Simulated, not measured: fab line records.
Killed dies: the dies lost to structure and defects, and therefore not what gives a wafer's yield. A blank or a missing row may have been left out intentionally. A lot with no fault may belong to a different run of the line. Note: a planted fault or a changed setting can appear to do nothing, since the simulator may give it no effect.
A single fault, viewed from 2 desks | flow berkeley_cmos170 | every desk sees just its own numbers, and what lay behind them comes last

== AT THE METROLOGY DESK ==
Lot by lot, what the gauges showed, no matter which tool ran the lot: averages of those sampled wafers that carry a number. Marked OUT: a lot whose mean sits more than 4 standard deviations from the usual mean, which makes it out of limits; the brackets give that distance.
Columns: A = cd_nm at UCB170_PSD_CD_MEAS_06, usual 1200.2 nm; B = M2_OVL at UCB170_M2_OVL_MEAS_16, usual 1 nm
lot  | first seen here | A      | B
L598 | day 6 19:26     | 1198.9 | 14
L595 | day 6 19:56     | 1198.3 | -1
L597 | day 6 22:10     | 1203.5 | -1
L599 | day 7 10:44     | 1199.2 | 1
L601 | day 7 20:41     | 1199.2 | -5
L603 | day 8 02:43     | 1201.0 | 1
L604 | day 8 14:55     | 1199.6 | -5
L605 | day 8 15:13     | 1200.5 | 3
L606 | day 9 07:07     | 1198.9 | 6
L607 | day 9 18:39     | 1200.7 | 6
L616 | day 10 21:05    | 1200.0 | 9
L615 | day 10 21:29    | 1199.6 | -8
L617 | day 11 06:09    | 1203.2 | 4
L618 | day 11 10:28    | 1200.2 | -2
Result from this desk: across the 14 lots, nothing is out of limits.

== DESK OF THE TOOL OWNER: rie_diel-04 ==
The tool's own readings at UCB170_V1_ETCH_14 (etches SiO2 in CHF3/CF4/Ar, stops on Al, target depth 1250 nm, time 291 s): means of the sampled wafers that have a number, for each lot that ran on this tool. Marked OUT: a lot whose mean sits more than 4 standard deviations from the usual mean, which makes it out of limits; the brackets give that distance.
Columns: A = CHF3_flow_sccm at UCB170_V1_ETCH_14, usual 45.01 sccm; B = drypump_motor_current_A at UCB170_V1_ETCH_14, usual 5.9 A; C = oes_product_au at UCB170_V1_ETCH_14, usual 0.878 a.u.; D = throttle_valve_pct at UCB170_V1_ETCH_14, usual 6.97 %
lot  | first seen here | A     | B   | C     | D
L599 | day 8 10:23     | 45.01 | 6.2 | 0.881 | 7.02
L603 | day 8 20:09     | 44.92 | 6.3 | 0.879 | 7.00
L604 | day 9 10:28     | 44.94 | 5.9 | 0.879 | 7.01
L606 | day 10 05:04    | 45.04 | 6.3 | 0.894 | 7.01
L607 | day 10 11:40    | 44.89 | 6.5 | 0.902 | 7.01
Result from this desk: across the 5 lots, nothing is out of limits.

== TAKEN TOGETHER ==
At the metrology desk, nothing out of limits was observed.
The desk of the tool owner found nothing out of limits.

== WHAT HAD BEEN PUT IN BY THE SIMULATOR ==
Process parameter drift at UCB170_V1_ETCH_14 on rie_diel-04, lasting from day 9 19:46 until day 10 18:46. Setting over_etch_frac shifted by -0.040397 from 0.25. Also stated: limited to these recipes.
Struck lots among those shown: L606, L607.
